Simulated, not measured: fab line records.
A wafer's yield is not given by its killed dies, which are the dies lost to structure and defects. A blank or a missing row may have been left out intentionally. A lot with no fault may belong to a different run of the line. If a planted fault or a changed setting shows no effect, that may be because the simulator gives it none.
Split-lot trial -- flow rit-cmos -- 23 wafers read from 5 lots, route of 202 steps

ABOUT THE SPLIT
At RIT_SDANNEAL_RTA_03 (time 5 s), the setting time-s was moved away from the recipe's 5 s on 7 of the 23 wafers read, by +5.2% to +13.3%. This setting was run at the recipe's value on the other wafers.

No step appears in the file between the split and the reading.

THE READING
PSD_RS in ohm/sq, measured at RIT_SDANNEAL_RS_MEAS_04 by four-point-probe. Typical for fault-free wafers on this fab line: 115.92 ohm/sq, with standard deviation 0.3 ohm/sq.

wafer,"tool, chamber at the split","time-s as run, s",against the recipe,"PSD_RS, ohm/sq",against lot-mates on the recipe
L075.1,"rtp-anneal-02, 0",5,recipe,116.15,-
L075.2,"rtp-anneal-02, 0",5,recipe,115.81,-
L075.3,"rtp-anneal-02, 0",5,recipe,116.40,-
L077.1,"rtp-anneal-02, 0",5,recipe,115.90,-
L077.3,"rtp-anneal-02, 0",5.258,+5.2%,114.92,-0.92
L077.4,"rtp-anneal-02, 0",5.258,+5.2%,115.01,-0.83
L077.5,"rtp-anneal-02, 0",5,recipe,116.02,-
L077.6,"rtp-anneal-02, 0",5,recipe,115.59,-
L078.2,"rtp-anneal-01, 0",5,recipe,116.49,-
L078.3,"rtp-anneal-01, 0",5,recipe,116.17,-
L078.4,"rtp-anneal-01, 0",5.516,+10.3%,114.64,-1.52
L078.5,"rtp-anneal-01, 0",5.516,+10.3%,114.82,-1.34
L078.6,"rtp-anneal-01, 0",5,recipe,115.82,-
L080.1,"rtp-anneal-01, 0",5.664,+13.3%,114.69,-1.56
L080.2,"rtp-anneal-01, 0",5,recipe,116.15,-
L080.3,"rtp-anneal-01, 0",5.664,+13.3%,114.59,-1.66
L080.4,"rtp-anneal-01, 0",5,recipe,116.35,-
L080.6,"rtp-anneal-01, 0",5.664,+13.3%,114.36,-1.89
L084.1,"rtp-anneal-01, 0",5,recipe,116.04,-
L084.3,"rtp-anneal-01, 0",5,recipe,116.49,-
L084.4,"rtp-anneal-01, 0",5,recipe,116.38,-
L084.5,"rtp-anneal-01, 0",5,recipe,116.62,-
L084.6,"rtp-anneal-01, 0",5,recipe,115.95,-

THE FIT
A straight line over all 23 wafers: PSD_RS changes by -0.129 ohm/sq for each +1% of time-s; r = -0.91; the points scatter about the line by 0.3 ohm/sq.
The same after taking each lot's own level away (the mean of its wafers on the recipe; 23 wafers): -0.132 ohm/sq for each +1%; r = -0.95; scatter 0.22 ohm/sq.
On that fit, the largest move of time-s shifts the reading by 1.8 ohm/sq.
Across the lots, their own levels run from 115.837 to 116.296 ohm/sq, a range of 1.5 times the standard deviation given above.
The two slopes agree, so the slope changes little with the lot-to-lot level.
Check: for one of the wafers moved furthest among these (+13.3%), held out of the fit, the line's prediction against its lot-mates is -1.83 ohm/sq. Against them it came out at -1.56 ohm/sq.

ADDITIONAL SPLITS CARRIED BY THESE WAFERS
These wafers also went through other splits before the reading. Each is held against what the fit with the lots' levels taken away leaves over:
other split on the same wafers,wafers away from the commonest value,r with PSD_RS (lot level and that fit taken away)
RIT_PRETRO_IMPLANT_08 dose-cm2,6,+0.16
RIT_GATE_CVD_08 temp-c,18,-0.03
RIT_GATE_DEVELOP_15 dev-temp-c,7,+0.14
RIT_REOX_OXIDATION_03 ox-time-s,15,-0.14
RIT_NLDD_COAT_01 spin-rpm,7,+0.27
RIT_PLDD_IMPLANT_08 dose-cm2,11,-0.05
RIT_NSD_IMPLANT_08 dose-cm2,8,+0.26

FILE'S OWN FIT
PSD_RS changes by -0.135 ohm/sq for each +1% of time-s, r = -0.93.
